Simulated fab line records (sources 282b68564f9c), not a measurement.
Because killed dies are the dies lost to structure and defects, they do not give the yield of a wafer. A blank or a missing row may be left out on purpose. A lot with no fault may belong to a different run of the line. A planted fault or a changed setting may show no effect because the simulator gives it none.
Lot-split experiment    flow ritCmos    5 lots, 23 wafers read, on a route of 202 steps

## SPLIT DETAILS
At RIT_NRETRO_SOFTBAKE_02 (time 60 s), the setting tempC was moved away from the recipe's 90 C on 7 of the 23 wafers read, by -2.0% to +3.9%. The other wafers ran this setting at the recipe's value.

## FROM THE SPLIT TO THE READING: what the file shows between them, 2 steps
- RIT_NRETRO_EXPOSE_03: exposes mask M4, target cd 43900 nm
- RIT_NRETRO_PEB_04

## THE READING
NOVOLAK_of_NRETRO_COAT_01.thkNm (the simulator's own value, which no gauge read), in nm, at RIT_NRETRO_DEVELOP_05 (develop time 68 s). There is no usual value for it anywhere in the file. Across the 16 wafers here that went through the recipe, the average is 1279 nm and the standard deviation 2.9 nm.

wafer   tool, chamber at the split  tempC as run, C  against the recipe  NOVOLAK_of_NRETRO_COAT_01.thkNm, nm  against lot-mates on the recipe
L078.1  lithoTrack-02, 0            90               recipe              1275                                 -
L078.2  lithoTrack-02, 0            92.29            +2.5%               1264                                 -11
L078.5  lithoTrack-02, 0            92.29            +2.5%               1264                                 -11
L078.3  lithoTrack-02, 0            90               recipe              1276                                 -
L078.6  lithoTrack-02, 0            90               recipe              1274                                 -
L080.3  lithoTrack-02, 0            90               recipe              1282                                 -
L080.4  lithoTrack-02, 0            90               recipe              1277                                 -
L080.6  lithoTrack-02, 0            90               recipe              1278                                 -
L082.1  lithoTrack-04, 0            90               recipe              1280                                 -
L082.2  lithoTrack-04, 0            90               recipe              1279                                 -
L082.3  lithoTrack-04, 0            90               recipe              1281                                 -
L082.4  lithoTrack-04, 0            90               recipe              1283                                 -
L082.6  lithoTrack-04, 0            90               recipe              1284                                 -
L083.1  lithoTrack-04, 0            93.54            +3.9%               1266                                 -14
L083.2  lithoTrack-04, 0            93.54            +3.9%               1268                                 -12
L083.3  lithoTrack-04, 0            90               recipe              1282                                 -
L083.5  lithoTrack-04, 0            90               recipe              1278                                 -
L083.6  lithoTrack-04, 0            90               recipe              1279                                 -
L085.1  lithoTrack-02, 0            88.21            -2.0%               1285                                 +8
L085.4  lithoTrack-02, 0            88.21            -2.0%               1285                                 +8
L085.2  lithoTrack-02, 0            90               recipe              1276                                 -
L085.5  lithoTrack-02, 0            90               recipe              1277                                 -
L085.6  lithoTrack-02, 0            88.21            -2.0%               1286                                 +10

THE FIT
A straight line over all 23 wafers: NOVOLAK_of_NRETRO_COAT_01.thkNm changes by -3.67 nm for each +1% of tempC; r = -0.88; the points scatter about the line by 3.1 nm.
The same after taking each lot's own level away (the mean of its wafers on the recipe; 23 wafers): -3.77 nm for each +1%; r = -0.96; scatter 1.7 nm.
According to that fit, moving tempC by its largest amount changes the reading by 15 nm.
The lots' own levels span 1275.0 to 1281.4 nm, that is 2.2 times the standard deviation above.
The two slopes agree, so the slope changes little with the lot-to-lot level.
Check: -14.9 nm against its lot-mates is what the line predicts for one of the wafers moved furthest among these (+3.9%) when that wafer is left out of the fit. Against them it came out at -13.7 nm.

## FURTHER SPLITS ON THESE WAFERS
Other splits were also applied to these wafers ahead of the reading. Each is held against what the fit with the lots' levels taken away leaves over:
other split on the same wafers      wafers away from the commonest value  r with NOVOLAK_of_NRETRO_COAT_01.thkNm (lot level and that fit taken away)
RIT_ACTIVE_OXIDATION_01 tempC       15                                    -0.15
RIT_ACTIVE_DEVELOP_10 developTimeS  7                                     +0.16
RIT_PWELL_COAT_01 resistThkNm       7                                     -0.24
RIT_PWELL_IMPLANT_08 energyKev      8                                     +0.06

## THE WHOLE CHAIN: every reading that the file lists as answering this split, in the file's order
step                    what it does       reading                                                                           change (the file's fit)               r (the file's)
RIT_NRETRO_SOFTBAKE_02  time 60 s          NOVOLAK_of_NRETRO_COAT_01.thkNm (the simulator's own value, which no gauge read)  -3.17 nm for each +1% of the setting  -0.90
RIT_NRETRO_DEVELOP_05   develop time 68 s  NOVOLAK_of_NRETRO_COAT_01.thkNm (the simulator's own value, which no gauge read)  -3.65 nm for each +1% of the setting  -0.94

## FILE'S OWN FIT
NOVOLAK_of_NRETRO_COAT_01.thkNm changes by -3.65 nm for each +1% of tempC, r = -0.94.
